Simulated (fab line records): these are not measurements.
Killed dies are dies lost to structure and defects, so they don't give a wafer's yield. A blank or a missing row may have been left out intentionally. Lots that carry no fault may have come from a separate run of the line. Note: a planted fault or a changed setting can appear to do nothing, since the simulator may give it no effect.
The same fault as seen by 2 desks | flow berkeley cmos170 | each desk has only its own numbers; what lay behind them comes last

THE TOOL OWNER'S DESK: implanter-03
The tool's own readings at UCB170_NWELL_IMPLANT_14, given as means over the sampled wafers that have a number, one for each lot that went through this tool. Any lot whose mean is over 4 standard deviations away from the usual mean is out of limits and marked OUT; that distance is given in the brackets.
Columns: A = beam energy keV at UCB170_NWELL_IMPLANT_14, usual 149.99; B = faraday current uA at UCB170_NWELL_IMPLANT_14, usual 31.8
lot  | first seen here | A                | B
L774 | day 2 19:42     | 149.94           | 31.2
L776 | day 3 15:30     | 150.04           | 32.0
L777 | day 3 15:44     | 150.02           | 31.3
L779 | day 4 00:02     | 151.84 (+39) OUT | 31.9
L781 | day 4 02:22     | 151.85 (+39) OUT | 32.1
L783 | day 4 10:24     | 151.87 (+39) OUT | 32.0
L793 | day 6 21:19     | 149.94           | 31.2
Finding of this desk: L779, L781, L783 out of limits; the first was L779 at day 4 00:02, on beam energy keV at UCB170_NWELL_IMPLANT_14. L774, L776, L777, L793: within limits.

FROM THE METROLOGY DESK
What the gauges read for every lot (on any tool): the sampled wafers with a number, averaged. Any lot whose mean is over 4 standard deviations away from the usual mean is out of limits and marked OUT; that distance is given in the brackets.
Columns: A = NWELL_NITRIDE_THK at UCB170_NWELL_THK_MEAS_05, usual 223.6 nm
lot  | first seen here | A
L772 | day 2 09:23     | 225.2
L774 | day 2 18:25     | 222.1
L775 | day 3 04:01     | 224.0
L777 | day 3 13:48     | 220.2
L776 | day 3 13:49     | 225.9
L779 | day 3 22:37     | 223.7
L780 | day 3 22:37     | 223.4
L781 | day 4 01:08     | 222.4
L783 | day 4 09:08     | 224.5
L787 | day 5 08:04     | 222.2
L791 | day 6 02:34     | 222.7
L792 | day 6 09:44     | 224.0
L793 | day 6 20:17     | 226.8
L794 | day 6 23:44     | 224.6
L795 | day 7 03:47     | 221.1
Result from this desk: across the 15 lots, nothing is out of limits.

ALL TOGETHER
The tool owner's desk could have raised an alarm at day 4 00:02, on L779, L781, L783.
The metrology desk saw nothing out of limits.
The metrology desk has L779, L781, L783 on record, within its limits.
Of the lots named, all ran UCB170_NWELL_IMPLANT_14 on implanter-03.

WHAT HAD BEEN PUT IN BY THE SIMULATOR
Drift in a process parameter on implanter-03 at UCB170_NWELL_IMPLANT_14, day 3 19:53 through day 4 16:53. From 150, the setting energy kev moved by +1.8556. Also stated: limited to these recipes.
Struck lots among those shown: L779, L781, L783.
Delay in hours, fault start to first out-of-limits reading, by desk: the tool owner's desk at 4.
